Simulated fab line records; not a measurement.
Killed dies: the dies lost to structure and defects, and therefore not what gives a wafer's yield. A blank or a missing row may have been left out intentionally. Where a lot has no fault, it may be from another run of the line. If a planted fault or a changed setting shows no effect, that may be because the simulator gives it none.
fab line records -- flow berkeley_cmos170
record: lots: 15, wafers: 45, last_day: 12
route steps=331 shown CONTACT@234
lots that met no fault: taken from a fault-free run of the same line
start_h: hours from the record's first day to the start of the lot's first wafer shown -- wait_h: hours elapsed since this lot's preceding step -- " unchanged from the row above -- L1.1+2: a row that stands for several wafers -- - value missing, or start not given -- * or withheld: withheld -- < > ~ a bound
route shown NAME@n: a module of which the file shows steps, and the number in the route of the first -- usual: mean and standard deviation over wafers with no fault -- same: alike in all rows -- chamber/n: place in a boat -- sites: each site's reading -- _std_site: how widely they spread, as a standard deviation -- _edge_site: inner sites' mean taken away from outer sites' mean -- radius_mm: for every site, how far away it sits from the centre of the wafer -- mask NAME#n: copy n -- behind: the most recent tool/chamber to have shaped the wafer -- hold: what put the lot on hold/how long, in hours/how the hold closed -- device: the transistor (n, p or np) that didn't switch -- end of line: the tests these same wafers got at the end of their route -- where a step has no rows: the recipe by itself -- killed: dies lost to structure and defects at the first sort, not the wafer's yield -- map: a wafer's dies, x killed, . not, _ none there
set.NAME: setting as actually run; set.NAME@STEP: the setting as run at that earlier step -- model.NAME: the simulator's own value behind a step, which no gauge read
one table for each step of the route and one row for each wafer, over a sample of lots
services: a tool's chamber out of use, with start hour (start_h, from the record's first day; less than 0 if before it), hours out, and reason
== steps ==
step: UCB170_CONTACT_ETCH_18
recipe: chemistry: CHF3/CF4/Ar, target: PSG, stop_on: TiSi2, CHF3_flow_sccm: 45, cf4_flow_sccm: 15, Ar_flow_sccm: 150, pressure_mtorr: 200, rf_w: 700, target_depth_a: 8400, over_etch_frac: 0.2, time_s: 195
usual: CHF3_flow_sccm: 45.00/0.13, cf4_flow_sccm: 15.00/0.046, drypump_motor_current_A: 5.8/0.41, mfc_ar_sccm: 150.0/0.44, oes_product_au: 0.894/0.0096, rf_fwd_power_W: 697.8/2.3, throttle_valve_pct: 6.95/0.13
lot.wafer,tool,chamber,start_h,wait_h,CHF3_flow_sccm,cf4_flow_sccm,drypump_motor_current_A,mfc_ar_sccm,oes_product_au,rf_fwd_power_W,rf_hours_counter_h,throttle_valve_pct
L331.1,rie_diel-01,3,144,-,45.00,14.93,5.1,149.4,0.894,698.0,4,6.91
L331.2,rie_diel-01,0,144,-,44.86,15.01,5.7,149.2,0.886,695.9,116,6.98
L331.6,rie_diel-01,0,144,-,45.04,15.06,5.7,149.7,0.888,694.1,-,7.00
L332.1,rie_diel-04,2,144,-,45.16,14.99,6.0,150.0,0.890,696.3,135,7.14
L332.2,rie_diel-04,3,144,-,45.05,15.03,6.3,149.6,0.908,695.1,49,7.07
L332.3,rie_diel-04,1,144,-,44.96,14.94,5.7,150.0,0.886,696.1,15,7.06
L336.1,rie_diel-04,0,162,-,44.76,14.94,5.9,149.9,0.895,696.3,44,7.06
L336.2,rie_diel-04,1,162,-,45.08,15.09,5.7,149.9,0.892,704.0,16,7.06
L336.6,rie_diel-04,3,162,-,45.08,15.02,6.3,149.7,0.903,698.3,-,7.09
L341.4,rie_diel-01,1,190,-,-,-,-,-,-,-,-,-
L341.5,rie_diel-01,2,190,-,-,-,-,-,-,-,-,-
L341.6,rie_diel-01,1,190,-,-,-,-,-,-,-,-,-
L340.3,rie_diel-01,1,193,-,-,-,-,-,-,-,-,-
L340.4,rie_diel-01,2,193,-,-,-,-,-,-,-,-,-
L340.6,rie_diel-01,3,193,-,-,-,-,-,-,-,-,-
L342.1,rie_diel-04,3,196,-,-,-,-,-,-,-,-,-
L342.2,rie_diel-04,1,196,-,-,-,-,-,-,-,-,-
L342.3,rie_diel-04,0,196,-,-,-,-,-,-,-,-,-
L343.2,rie_diel-01,1,200,-,44.75,14.97,5.5,149.7,0.876,697.9,11,6.75
L343.4,rie_diel-01,2,200,-,45.09,15.05,6.0,150.0,0.872,701.3,74,6.84
L343.6,rie_diel-01,0,200,-,45.00,14.97,5.8,150.4,0.886,697.1,-,6.99
L345.1,rie_diel-02,2,216,-,45.06,15.02,6.6,149.7,0.894,698.6,53,6.88
L345.2,rie_diel-02,3,216,-,45.05,14.98,5.9,150.1,0.892,698.3,89,6.79
L345.4,rie_diel-02,3,216,-,45.19,15.01,5.9,149.8,0.896,697.5,-,6.79
L347.1,rie_diel-01,3,228,-,44.72,14.95,5.1,150.3,0.897,698.7,9,6.91
L347.4,rie_diel-01,1,228,-,45.01,14.98,5.4,149.7,0.880,696.9,-,6.75
L347.5,rie_diel-01,3,228,-,44.98,15.02,5.1,149.8,0.887,693.4,-,6.92
L348.2,rie_diel-01,1,237,-,44.88,15.03,5.5,150.2,0.869,702.4,13,6.74
L348.3,rie_diel-01,3,237,-,44.97,15.06,5.1,149.7,0.890,696.0,9,6.91
L348.5,rie_diel-01,0,237,-,45.12,14.94,5.8,150.6,0.890,697.8,-,7.01
L349.3,rie_diel-04,3,238,-,45.10,14.98,6.3,150.5,0.904,696.0,53,7.10
L349.5,rie_diel-04,1,238,-,45.02,15.00,5.7,150.6,0.898,700.7,-,7.05
L349.6,rie_diel-04,3,238,-,45.02,15.02,6.4,150.7,0.906,697.2,-,7.10
L350.2,rie_diel-02,0,247,-,45.04,14.90,6.3,150.1,0.884,695.9,1,6.84
L350.4,rie_diel-02,3,247,-,45.05,15.08,6.0,150.7,0.885,697.4,90,6.79
L350.6,rie_diel-02,0,247,-,45.01,14.92,6.3,149.5,0.882,695.3,-,6.84
L352.1,rie_diel-04,3,257,-,45.04,15.03,6.4,149.7,0.902,692.1,54,7.07
L352.5,rie_diel-04,2,257,-,45.11,14.98,6.0,150.0,0.891,697.3,-,7.15
L352.6,rie_diel-04,3,257,-,44.99,15.05,6.4,150.0,0.902,700.2,-,7.08
L351.2,rie_diel-04,0,258,-,44.94,15.04,6.0,150.4,0.888,695.8,48,7.09
L351.3,rie_diel-04,1,258,-,44.96,15.09,5.7,150.8,0.889,697.4,20,7.06
L351.5,rie_diel-04,3,258,-,45.13,15.00,6.3,150.5,0.903,701.6,-,7.09
L353.1,rie_diel-04,2,267,-,44.86,15.08,6.0,150.1,0.896,701.0,1,7.16
L353.2,rie_diel-04,1,267,-,45.06,14.97,5.7,150.4,0.902,698.4,20,7.07
L353.5,rie_diel-04,1,267,-,45.12,14.96,5.6,150.6,0.891,697.4,-,7.05
step: UCB170_CONTACT_CD_MEAS_90
recipe: target_cd_nm: 700
usual: cd_nm: 699.8/1.4
lot.wafer,tool,chamber,start_h,wait_h,cd_nm
L331.1,cd_sem-02,-,144.48,0.1,701.0
L331.2,cd_sem-02,-,144.48,0.1,700.4
L331.6,cd_sem-02,-,144.48,0.1,699.8
L332.1,cd_sem-01,-,144.53,0.1,699.1
L332.2,cd_sem-01,-,144.53,0.1,699.4
L332.3,cd_sem-01,-,144.53,0.1,701.1
L336.1,cd_sem-01,-,163.07,0.1,699.7
L336.2,cd_sem-01,-,163.07,0.1,698.3
L336.6,cd_sem-01,-,163.07,0.1,698.3
L341.4,cd_sem-01,-,191.20,0.1,-
L341.5,cd_sem-01,-,191.20,0.1,-
L341.6,cd_sem-01,-,191.20,0.1,-
L340.3,cd_sem-01,-,193.57,0.1,-
L340.4,cd_sem-01,-,193.57,0.1,-
L340.6,cd_sem-01,-,193.57,0.1,-
L342.1,cd_sem-02,-,197.02,0.1,-
L342.2,cd_sem-02,-,197.02,0.1,-
L342.3,cd_sem-02,-,197.02,0.1,-
L343.2,cd_sem-02,-,200.50,0.1,697.2
L343.4,cd_sem-02,-,200.50,0.1,697.7
L343.6,cd_sem-02,-,200.50,0.1,699.2
L345.1,cd_sem-01,-,216.62,0.1,696.9
L345.2,cd_sem-01,-,216.62,0.1,698.9
L345.4,cd_sem-01,-,216.62,0.1,698.3
L347.1,cd_sem-01,-,228.33,0.1,700.9
L347.4,cd_sem-01,-,228.33,0.1,698.2
L347.5,cd_sem-01,-,228.33,0.1,699.5
L348.2,cd_sem-02,-,237.71,0.1,698.1
L348.3,cd_sem-02,-,237.71,0.1,699.9
L348.5,cd_sem-02,-,237.71,0.1,699.3
L349.3,cd_sem-02,-,238.52,0.2,699.8
L349.5,cd_sem-02,-,238.52,0.2,700.7
L349.6,cd_sem-02,-,238.52,0.2,699.8
L350.2,cd_sem-02,-,247.50,0.1,699.2
L350.4,cd_sem-02,-,247.50,0.1,701.8
L350.6,cd_sem-02,-,247.50,0.1,698.1
L352.1,cd_sem-01,-,258.11,0.1,701.9
L352.5,cd_sem-01,-,258.11,0.1,700.4
L352.6,cd_sem-01,-,258.11,0.1,700.4
L351.2,cd_sem-01,-,258.97,0.1,702.0
L351.3,cd_sem-01,-,258.97,0.1,702.2
L351.5,cd_sem-01,-,258.97,0.1,700.2
L353.1,cd_sem-01,-,267.43,0.1,699.1
L353.2,cd_sem-01,-,267.43,0.1,698.2
L353.5,cd_sem-01,-,267.43,0.1,699.0
== services ==
tool,chamber,start_h,hours,kind
rie_diel-04,2,162.04,7.4,repair
rie_diel-02,-,184.79,0.3,repair
rie_diel-02,0,193.69,-,clean
rie_diel-02,0,193.69,26.3,scheduled_down
rie_diel-02,0,193.69,26.3,vent_cycle
rie_diel-04,-,198.78,0.8,repair
rie_diel-01,-,204.77,0.5,repair
rie_diel-01,2,206.85,33.7,repair
rie_diel-01,1,218.98,5.3,repair
rie_diel-02,2,225.12,16.6,repair
rie_diel-04,2,232.66,-,clean
rie_diel-04,2,232.66,13.5,scheduled_down
rie_diel-04,2,232.66,13.5,vent_cycle
rie_diel-04,-,252.04,1.2,repair
== key ==
first_sign: step: UCB170_CONTACT_ETCH_18, reading: tool_record, direction: missing
effect: step: UCB170_CONTACT_CD_MEAS_90, reading: cd_nm, direction: missing
met_at UCB170_CONTACT_ETCH_18
struck_lots L340,L341,L342
later_rows_left_out L340.3,L340.4,L340.6,L341.4,L341.5,L341.6,L342.1,L342.2,L342.3
sort_left_out L340.3,L340.4,L340.6,L341.4,L341.5,L341.6,L342.1,L342.2,L342.3
tester_left_out L340,L341,L342
onset_between 162 190
fault: kind: skipped_step_whole, tool: rie_diel-01,rie_diel-04, chamber: -, onset_h: 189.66, steps: UCB170_CONTACT_ETCH_18, scope: struck_lots_only
tester_left_out: of these lots the tester's yield and bins aren't shown, on N5 and GAA mostly nor the transistor test; their killed dies are dies lost to structure and defects alone, not to doping, threshold or leakage, so they don't give the yield
sort_left_out: the simulated sort isn't trusted on such a fault, so these wafers' sort isn't shown, and their yield isn't known
later_rows_left_out: the simulator's readings of these wafers behind a module that went badly wrong aren't trusted and aren't shown, but for the sort
